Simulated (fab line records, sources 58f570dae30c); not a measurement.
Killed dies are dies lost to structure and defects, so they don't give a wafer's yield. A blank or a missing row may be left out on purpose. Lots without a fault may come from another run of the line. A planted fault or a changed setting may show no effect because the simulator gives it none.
Which tool did it? | flow berkeley_cmos170 | 9 lots, 27 wafers sampled, at 4 steps of a route of 331

WHAT THE GAUGES READ, wafer by wafer
UCB170_M3_CD_MEAS_15: target cd 700 nm. Usual: cd_nm 699.8 nm, standard deviation 1.4.
lot  | measured     | on        | cd_nm (nm)        | flag
L231 | day 9 02:13  | cd_sem-02 | 699.7 700.6 700.5 |
L232 | day 9 17:58  | cd_sem-01 | 697.8 698.7 699.9 |
L234 | day 9 20:57  | cd_sem-01 | 700.1 698.3 697.7 |
L235 | day 9 19:23  | cd_sem-01 | 700.4 701.8 700.0 |
L239 | day 11 09:47 | cd_sem-02 | 699.6 701.0 702.2 |
L241 | day 11 10:26 | cd_sem-02 | 701.2 701.1 701.6 |
L242 | day 11 13:11 | cd_sem-01 | 698.3 698.5 697.8 |
L243 | day 12 08:48 | cd_sem-02 | 700.8 700.7 699.9 |
L244 | day 12 04:35 | cd_sem-02 | 698.7 700.0 700.5 |

UCB170_M3_CD_MEAS_90: target cd 700 nm. Usual: cd_nm 700 nm, standard deviation 3.6.
lot  | measured     | on        | cd_nm (nm)  | flag
L231 | day 9 02:42  | cd_sem-02 | 696 696 696 |
L232 | day 9 18:32  | cd_sem-02 | 690 697 694 |
L234 | day 9 21:26  | cd_sem-01 | 700 704 698 |
L235 | day 9 20:04  | cd_sem-02 | 700 701 699 |
L239 | day 11 10:16 | cd_sem-01 | 701 704 701 |
L241 | day 11 11:00 | cd_sem-02 | 702 703 703 |
L242 | day 11 13:40 | cd_sem-01 | 699 702 702 |
L243 | day 12 09:17 | cd_sem-02 | 704 704 699 |
L244 | day 12 05:04 | cd_sem-02 | 699 700 699 |

WHICH TOOL RAN EACH LOT (tool, then ch and the chambers of the sampled wafers, then the start)
lot  | UCB170_SCREENOX_OXIDATION_01 | UCB170_M3_ETCH_17
L231 | furnace-02 ch 0, day 6 08:28 | rie_diel-01 ch 0,1,2, day 9 02:22
L232 | furnace-04 ch 0, day 7 02:24 | rie_diel-01 ch 0,1, day 9 18:07
L234 | furnace-04 ch 0, day 7 02:24 | rie_diel-02 ch 1,2,3, day 9 21:06
L235 | furnace-04 ch 0, day 7 02:24 | rie_diel-03 ch 2,3, day 9 19:32
L239 | furnace-04 ch 0, day 8 04:03 | rie_diel-03 ch 0,1,3, day 11 09:56
L241 | furnace-04 ch 0, day 8 18:08 | rie_diel-02 ch 0,1,2, day 11 10:35
L242 | furnace-04 ch 0, day 8 18:08 | rie_diel-01 ch 0,1, day 11 13:20
L243 | furnace-01 ch 0, day 9 08:24 | rie_diel-03 ch 0,1,3, day 12 08:58
L244 | furnace-01 ch 0, day 9 08:24 | rie_diel-02 ch 1,2,3, day 12 04:44
- UCB170_SCREENOX_OXIDATION_01: target thk 14.4 nm, ox time 2400 s.
- UCB170_M3_ETCH_17: etches BARC in N2/H2.

WHAT THE TOOLS THEMSELVES READ (means of the sampled wafers that have a number; where no wafer has one, the mark that the record gives instead)
UCB170_SCREENOX_OXIDATION_01. Usual: spike_tc_centre_C 903.1 C, standard deviation 1.1; tube_center_temp_C 899.99 C, standard deviation 0.083.
lot  | tool       | spike_tc_centre_C (C) | tube_center_temp_C (C) | flag
L231 | furnace-02 | 902.9                 | 900.00                 |
L232 | furnace-04 | 904.4                 | 900.04                 |
L234 | furnace-04 | 904.4                 | 899.99                 |
L235 | furnace-04 | 903.0                 | 900.02                 |
L239 | furnace-04 | 903.3                 | 900.01                 |
L241 | furnace-04 | 904.1                 | 899.94                 |
L242 | furnace-04 | 903.4                 | 899.98                 |
L243 | furnace-01 | 901.0                 | 900.01                 |
L244 | furnace-01 | 902.5                 | 900.07                 |

UCB170_M3_ETCH_17. Usual: chamber_pressure_mTorr 29.999 mTorr, standard deviation 0.027; drypump_motor_current_A 5.7 A, standard deviation 0.49; oes_product_au 0.997 a.u., standard deviation 0.02; throttle_valve_pct 13.37 %, standard deviation 0.14.
lot  | tool        | chamber_pressure_mTorr (mTorr) | drypump_motor_current_A (A) | oes_product_au (a.u.) | throttle_valve_pct (%) | flag
L231 | rie_diel-01 | 30.017                         | 5.5                         | 0.994                 | 13.31                  |
L232 | rie_diel-01 | 30.002                         | 5.6                         | 0.994                 | 13.48                  |
L234 | rie_diel-02 | 29.990                         | 5.9                         | 0.993                 | 13.37                  |
L235 | rie_diel-03 | 29.960                         | 5.5                         | 0.997                 | 13.48                  |
L239 | rie_diel-03 | 29.994                         | 5.9                         | 0.997                 | 13.39                  |
L241 | rie_diel-02 | 29.993                         | 6.0                         | 0.999                 | 13.33                  |
L242 | rie_diel-01 | 29.991                         | 5.6                         | 0.983                 | 13.49                  |
L243 | rie_diel-03 | 29.991                         | 5.9                         | 1.008                 | 13.40                  |
L244 | rie_diel-02 | 30.013                         | 5.9                         | 1.001                 | 13.37                  |

THE ANSWER, worked out from the rows above alone
Rule: a lot is off if the mean of its wafers that have a number lies more than 3 standard deviations from the usual mean. A lot without any number at a reading at which 4 lots or more have one is off too. The other lots that the step has rows for count as sound. The gauges are gone through in route order, then the tools' own readings, and for those a lot's mean is taken as printed above. The first step at which some lot is off is used, and at that step the reading that is off furthest; a lot without a number counts as furthest.
No lot is off at any reading shown: from this, nothing can be told.

WHAT THE SIMULATOR HAD PUT IN
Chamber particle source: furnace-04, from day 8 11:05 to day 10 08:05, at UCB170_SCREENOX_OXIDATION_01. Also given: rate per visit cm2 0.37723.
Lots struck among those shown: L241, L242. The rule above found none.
